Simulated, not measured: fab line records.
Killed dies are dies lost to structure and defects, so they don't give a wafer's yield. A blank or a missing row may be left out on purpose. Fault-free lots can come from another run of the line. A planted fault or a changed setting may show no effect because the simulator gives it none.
A struck lot beside a sound one ; flow berkeley-cmos170 ; 16 out of 331 route steps
Sound: the wafers L275.1, L275.4, L275.6. The struck wafers were L278.3, L278.5, L278.6. At the end, the cause is stated.
For every step that has rows: the tool of each side, followed by ch and its chambers, followed by its first start. Under that, the readings that differ: sound wafers ; struck wafers ; difference of the means ; sigmas: that difference in standard deviations of wafers without a fault.
alike: readings with means less than 2 such deviations apart, plus words and numbers identical on both sides. not compared: withheld readings, readings lacking a value on some wafer, bounds such as >300 that could conceal the same value, and numbers that have no deviation in the record and whose values overlap.
Wherever a step has rows on one side only, a row that says differs or no value, or a row with sigmas, the two part there. Non-overlapping numbers with no deviation appear without sigmas and do not part them. Lack of a reading on every wafer of one side parts them only where that side has two or more wafers.

UCB170_NWELL_THK_MEAS_02:
  sound on film-metro-04 at day 3 19:50; struck on film-metro-04 at day 4 17:17
reading;sound;struck;difference;sigmas
NWELL_OXIDE_THK (nm);27.2 26.9 27.2;24.7 25.1 25.4;-2.0;-4
then, 2 steps without rows for these wafers: UCB170_NWELL_ANNEAL_03 (time 900 s); UCB170_NWELL_CVD_04 (deposits Si3N4 from SiH2Cl2/NH3, target thk 224 nm, time 3360 s).
UCB170_NWELL_THK_MEAS_05:
  sound on film-metro-02 at day 4 03:55; struck on film-metro-04 at day 5 00:33
  alike: NWELL_NITRIDE_THK
then, 6 steps without rows for these wafers: UCB170_NWELL_HMDS_06 (prime time 60 s); UCB170_NWELL_COAT_07 (resist thk 900 nm); UCB170_NWELL_SOFTBAKE_08 (time 60 s); UCB170_NWELL_EXPOSE_09 (exposes mask NWELL, target cd 3000 nm); UCB170_NWELL_PEB_10; UCB170_NWELL_DEVELOP_11 (develop time 45 s).
UCB170_NWELL_OVL_MEAS_12:
  sound on overlay-02 at day 4 04:56; struck on overlay-02 at day 5 02:03
  alike: NWELL_OVL
UCB170_NWELL_ETCH_13: etches Si3N4 in CH3F/Ar/O2, stops on SiO2, target depth 246.4 nm, time 154 s.
  sound on rie-diel-01 ch 0,1, day 4 04:58; struck on rie-diel-04 ch 0,1, day 5 02:05
  alike: drypump-motor-current-A, mfc-ar-sccm, oes-product-au, throttle-valve-pct
  not compared: rf-hours-counter-h
UCB170_NWELL_IMPLANT_14:
  sound on implanter-01 ch 0, day 4 05:07; struck on implanter-04 ch 0, day 5 02:14
reading;sound;struck;difference;sigmas
beam-energy-keV;150.07 150.03 150.00;174.10 174.10 174.16;+24.09;+99 or more
model.implant.rp-nm (nm);185.3 185.3 185.3;217 217 217;+32;
model.implant.drp-nm (nm);62.72 62.72 62.72;70.09 70.09 70.09;+7.37;
  alike: tilt-deg
UCB170_NWELL_STRIP_15: strips in O2.
  sound on plasma-asher-01 ch 0, day 4 05:16; struck on plasma-asher-03 ch 0,1, day 5 02:22
  alike: drypump-motor-current-A, oes-product-au, strip-time-to-endpoint-s
  not compared: rf-hours-counter-h
UCB170_NWELL_TW_MEAS_16:
  sound on film-metro-04 at day 4 05:22; struck on film-metro-04 at day 5 02:41
reading;sound;struck;difference;sigmas
NWELL_TW;1252 1244 1249;1292 1284 1285;+39;+6
  not compared: hold
UCB170_M3_PROBE_99:
  the record has rows for the sound wafers here (prober-01, day 10 04:35) and none for the struck ones

## WHERE THEY PART
Last at UCB170_M3_PROBE_99 as far as this record goes, first at UCB170_NWELL_THK_MEAS_02.

WHY: whatever the simulator had introduced
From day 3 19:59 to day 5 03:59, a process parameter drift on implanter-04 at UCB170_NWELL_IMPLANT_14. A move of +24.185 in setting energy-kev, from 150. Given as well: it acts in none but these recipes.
